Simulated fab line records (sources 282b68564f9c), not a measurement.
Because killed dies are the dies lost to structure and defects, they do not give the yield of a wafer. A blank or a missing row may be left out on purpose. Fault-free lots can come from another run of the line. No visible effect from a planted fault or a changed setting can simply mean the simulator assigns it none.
A single fault, viewed from 2 desks / flow rit_cmos / numbers are kept per desk, each desk with only its own; the story behind them comes last

== FROM THE METROLOGY DESK ==
Lot by lot, what the gauges showed, no matter which tool ran the lot: averages of those sampled wafers that carry a number. If a lot's mean is further than 4 standard deviations from the usual mean, the lot is out of limits and carries the mark OUT (the distance appears in the brackets).
Columns: A = FOX2_OXIDE_THK at RIT_FOX2_THK_MEAS_01, usual 336 nm; B = FIELD_OXIDE_LEFT_1_THK at RIT_FOX2_THK_MEAS_90, usual 308 nm; C = NWELL_OVL at RIT_NWELL_OVL_MEAS_06, usual -0.5 nm
lot=L877; first seen here=day 2 07:27; A=340; B=313; C=-0.3
lot=L885; first seen here=day 3 23:02; A=329; B=302; C=-0.9
lot=L889; first seen here=day 4 18:18; A=332; B=304; C=-2.7
lot=L891; first seen here=day 5 06:10; A=336; B=309; C=-0.5
lot=L892; first seen here=day 5 09:26; A=328; B=302; C=0.3
lot=L893; first seen here=day 5 14:01; A=333; B=305; C=-1.5
This desk's finding: nothing out of limits on any of the 6 lots.

== TOOL OWNER'S DESK, implanter-02 ==
The tool's own readings at RIT_NWELL_IMPLANT_08: means of the sampled wafers that have a number, for each lot that ran on this tool. If a lot's mean is further than 4 standard deviations from the usual mean, the lot is out of limits and carries the mark OUT (the distance appears in the brackets).
Columns: A = beam_energy_keV at RIT_NWELL_IMPLANT_08, usual 170.00; B = faraday_current_uA at RIT_NWELL_IMPLANT_08, usual 159; C = tilt_deg at RIT_NWELL_IMPLANT_08, usual 7.003 degrees
lot=L885; first seen here=day 4 01:15; A=170.02; B=157; C=7.013
lot=L889; first seen here=day 4 20:27; A=175.37 (+93) OUT; B=160; C=6.996
lot=L891; first seen here=day 5 08:32; A=175.30 (+91) OUT; B=160; C=6.994
This desk's verdict: out of limits on L889, L891, starting with L889 at day 4 20:27 (beam_energy_keV at RIT_NWELL_IMPLANT_08). In limits: L885.

== BROUGHT TOGETHER ==
At day 4 20:27, on L889, L891, the tool owner's desk was in a position to raise an alarm.
From the metrology desk's view, nothing was out of limits.
The metrology desk has L889, L891 on record, within its limits.
Of the lots named, all ran RIT_NWELL_IMPLANT_08 on implanter-02.

== WHAT THE SIMULATOR HAD PUT IN ==
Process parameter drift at RIT_NWELL_IMPLANT_08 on implanter-02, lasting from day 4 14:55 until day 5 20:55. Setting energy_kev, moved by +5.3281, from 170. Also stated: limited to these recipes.
Lots struck among those shown: L889, L891.
Each desk's first reading out of limits, in hours after the fault started: the tool owner's desk, 6.
